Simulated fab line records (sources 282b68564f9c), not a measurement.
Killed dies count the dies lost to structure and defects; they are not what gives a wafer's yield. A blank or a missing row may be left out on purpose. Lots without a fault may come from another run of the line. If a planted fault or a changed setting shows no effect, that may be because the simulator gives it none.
What tool caused it?	flow rit cmos	14 lots (42 wafers sampled), 1 step of a 202-step route

WHAT THE GAUGES READ, wafer by wafer
No reading from a measuring or inspecting step in the record can be judged against a usual standard deviation.

WHICH TOOL RAN EACH LOT (tool, then ch and the chambers of the sampled wafers, then the start)
lot	RIT_PLDD_EXPOSE_03
L610	iline stepper-02 ch 0, day 3 00:02
L611	iline stepper-01 ch 0, day 3 07:30
L613	iline stepper-02 ch 0, day 3 16:55
L615	iline stepper-01 ch 0, day 4 05:18
L616	iline stepper-02 ch 0, day 4 07:52
L617	iline stepper-01 ch 0, day 4 15:38
L621	iline stepper-02 ch 0, day 5 12:03
L622	iline stepper-02, day 5 13:35
L623	iline stepper-01, day 5 21:55
L626	iline stepper-01 ch 0, day 6 14:24
L628	iline stepper-01 ch 0, day 7 02:45
L629	iline stepper-01 ch 0, day 7 03:10
L631	iline stepper-02 ch 0, day 7 14:39
L632	iline stepper-01 ch 0, day 7 18:34
- RIT_PLDD_EXPOSE_03: exposes mask M8, target cd 40900 nm.

AS READ BY THE TOOLS THEMSELVES (means over the sampled wafers that have a number; for cases with no such wafer, the mark the record gives instead)
RIT_PLDD_EXPOSE_03. Usual: exposure dose mJ cm2 250.04, standard deviation 0.25; focus offset nm -0.1 nm, standard deviation 0.52.
lot	tool	exposure dose mJ cm2	focus offset nm (nm)	flag
L610	iline stepper-02	249.97	0.6	
L611	iline stepper-01	249.82	-0.6	
L613	iline stepper-02	249.56	-0.2	
L615	iline stepper-01	249.60	0.2	
L616	iline stepper-02	250.36	0.1	
L617	iline stepper-01	250.16	0.6	
L621	iline stepper-02	249.88	-0.5	
L622	iline stepper-02	-	-	OFF
L623	iline stepper-01	-	-	OFF
L626	iline stepper-01	249.87	0.0	
L628	iline stepper-01	249.88	0.1	
L629	iline stepper-01	250.38	0.4	
L631	iline stepper-02	249.89	-0.2	
L632	iline stepper-01	250.28	0.5	

THE ANSWER, worked out from the rows above alone
Rule: take the mean of a lot's wafers that have a number; if it is more than 3 standard deviations from the usual mean, the lot is off. Also off: a lot with no number at a reading for which 4 or more lots have one. Any other lot the step has rows for is counted as sound. Order of review: gauges by route order, followed by the tools' own readings, for which a lot's mean as printed above is used. The first step at which some lot is off is used, and at that step the reading that is off furthest; a lot without a number counts as furthest.
Off: L622, L623, at RIT_PLDD_EXPOSE_03 (exposure dose mJ cm2). Without a number there: L622, L623.
If a tool, at that step or one of the process steps before it, ran each lot that is off and ran no sound lot following the first of them, it fits. Of those tried, none fits.

WHAT THE SIMULATOR HAD INSERTED
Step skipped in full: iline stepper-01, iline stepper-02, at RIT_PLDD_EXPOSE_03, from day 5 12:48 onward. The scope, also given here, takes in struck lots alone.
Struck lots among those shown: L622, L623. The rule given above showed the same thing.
